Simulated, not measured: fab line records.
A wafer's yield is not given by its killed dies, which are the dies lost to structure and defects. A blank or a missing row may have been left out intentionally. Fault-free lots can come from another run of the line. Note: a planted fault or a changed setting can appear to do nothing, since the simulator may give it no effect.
A single fault, viewed from 2 desks || flow ritCmos || every desk sees just its own numbers, and what lay behind them comes last

## AT THE TOOL OWNER'S DESK: implanter-03
For each lot that ran on this tool, the mean over its sampled wafers that have a number, from the tool's own readings at RIT_NWELL_IMPLANT_08. A lot is out of limits, marked OUT, if its mean lies more than 4 standard deviations from the usual mean; the brackets give that distance.
Columns: A = beamEnergyKeV at RIT_NWELL_IMPLANT_08, usual 166.82; B = doseIonsCm2 at RIT_NWELL_IMPLANT_08, usual 5.001e+13; C = faradayCurrentUA at RIT_NWELL_IMPLANT_08, usual 159; D = tiltDeg at RIT_NWELL_IMPLANT_08, usual 6.998 degrees
{"lot": "L674", "first seen here": "day 2 11:55", "A": 166.83, "B": 4.998e+13, "C": 158, "D": 7.015}
{"lot": "L679", "first seen here": "day 3 12:35", "A": 166.89, "B": 5.008e+13, "C": 156, "D": 7.001}
{"lot": "L681", "first seen here": "day 4 00:31", "A": 166.81, "B": 4.997e+13, "C": 157, "D": 6.996}
{"lot": "L683", "first seen here": "day 4 09:56", "A": 166.81, "B": 4.999e+13, "C": 157, "D": 7.018}
{"lot": "L684", "first seen here": "day 4 15:01", "A": 166.82, "B": "4.147e+13 (-99 or more) OUT", "C": "129 (-9.4) OUT", "D": 7.007}
{"lot": "L685", "first seen here": "day 4 19:54", "A": 166.80, "B": "4.145e+13 (-99 or more) OUT", "C": "132 (-8.3) OUT", "D": 6.982}
{"lot": "L686", "first seen here": "day 5 00:41", "A": 166.73, "B": "4.145e+13 (-99 or more) OUT", "C": "132 (-8.3) OUT", "D": 6.992}
This desk's verdict: out of limits on L684, L685, L686, starting with L684 at day 4 15:01 (doseIonsCm2 at RIT_NWELL_IMPLANT_08). Within limits: L674, L679, L681, L683.

## METROLOGY DESK
What the gauges read, lot by lot, whatever tool the lot ran on: means of the sampled wafers that have a number. A lot is out of limits, marked OUT, if its mean lies more than 4 standard deviations from the usual mean; the brackets give that distance.
Columns: A = ACTIVE_OXIDE_THK at RIT_ACTIVE_THK_MEAS_02, usual 46.7 nm; B = NWELL_TW at RIT_NWELL_TW_MEAS_10, usual 2156; C = NWELL_RS at RIT_WELLDRIVE_RS_MEAS_01, usual 275.7 ohm/sq; D = PRETRO_OVL at RIT_PRETRO_OVL_MEAS_06, usual -0.3 nm; E = cdNm at RIT_GATE_CD_MEAS_16, usual 149.2 nm
{"lot": "L671", "first seen here": "day 1 12:03", "A": 47.2, "B": 2172, "C": 275.4, "D": 2.4, "E": 151.0}
{"lot": "L674", "first seen here": "day 2 03:04", "A": 45.1, "B": 2147, "C": 275.8, "D": -0.9, "E": 146.2}
{"lot": "L676", "first seen here": "day 2 13:03", "A": 47.0, "B": 2123, "C": 275.4, "D": -0.7, "E": 149.1}
{"lot": "L677", "first seen here": "day 2 18:03", "A": 45.7, "B": 2156, "C": 275.7, "D": 0.2, "E": 149.8}
{"lot": "L678", "first seen here": "day 2 23:03", "A": 48.3, "B": 2159, "C": 274.0, "D": 0.0, "E": 146.7}
{"lot": "L679", "first seen here": "day 3 04:03", "A": 46.3, "B": 2147, "C": 275.3, "D": -0.9, "E": 149.7}
{"lot": "L681", "first seen here": "day 3 14:03", "A": 44.0, "B": 2185, "C": 275.7, "D": -1.6, "E": 151.4}
{"lot": "L682", "first seen here": "day 3 19:14", "A": 47.4, "B": 2167, "C": 275.3, "D": 1.9, "E": 150.2}
{"lot": "L683", "first seen here": "day 4 00:28", "A": 46.6, "B": 2136, "C": 277.9, "D": 0.1, "E": 152.3}
{"lot": "L684", "first seen here": "day 4 06:22", "A": 48.0, "B": "2007 (-5.9) OUT", "C": "310.5 (+44) OUT", "D": 1.7, "E": 147.1}
{"lot": "L685", "first seen here": "day 4 10:04", "A": 46.4, "B": "2036 (-4.8) OUT", "C": "309.1 (+42) OUT", "D": 0.6, "E": 147.0}
{"lot": "L686", "first seen here": "day 4 16:06", "A": 47.5, "B": 2059, "C": "310.0 (+43) OUT", "D": -0.8, "E": 147.5}
{"lot": "L688", "first seen here": "day 5 01:25", "A": 47.5, "B": 2196, "C": 274.4, "D": -1.0, "E": 147.6}
{"lot": "L693", "first seen here": "day 6 02:51", "A": 47.3, "B": 2192, "C": 275.7, "D": -2.3, "E": 146.2}
{"lot": "L694", "first seen here": "day 6 07:58", "A": 47.5, "B": 2134, "C": 275.8, "D": -0.1, "E": 150.6}
This desk's finding: out of limits on L684, L685, L686; first on L684, day 4 15:20 (NWELL_TW at RIT_NWELL_TW_MEAS_10). Within limits: L671, L674, L676, L677, L678, L679, L681, L682, L683, L688, L693, L694.

## PUT TOGETHER
The tool owner's desk had the chance to raise an alarm at day 4 15:01 on L684, L685, L686.
An alarm was possible from the metrology desk at day 4 15:20, on L684, L685, L686.
Of the lots named, all ran RIT_NWELL_IMPLANT_08 on implanter-03.

## WHAT THE SIMULATOR HAD INSERTED
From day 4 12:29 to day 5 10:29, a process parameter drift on implanter-03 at RIT_NWELL_IMPLANT_08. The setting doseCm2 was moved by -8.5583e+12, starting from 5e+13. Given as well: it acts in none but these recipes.
Shown lots that were struck: L684, L685, L686.
Time in hours from fault onset to the first out-of-limits reading at each desk: tool owner's desk 3, metrology desk 3.
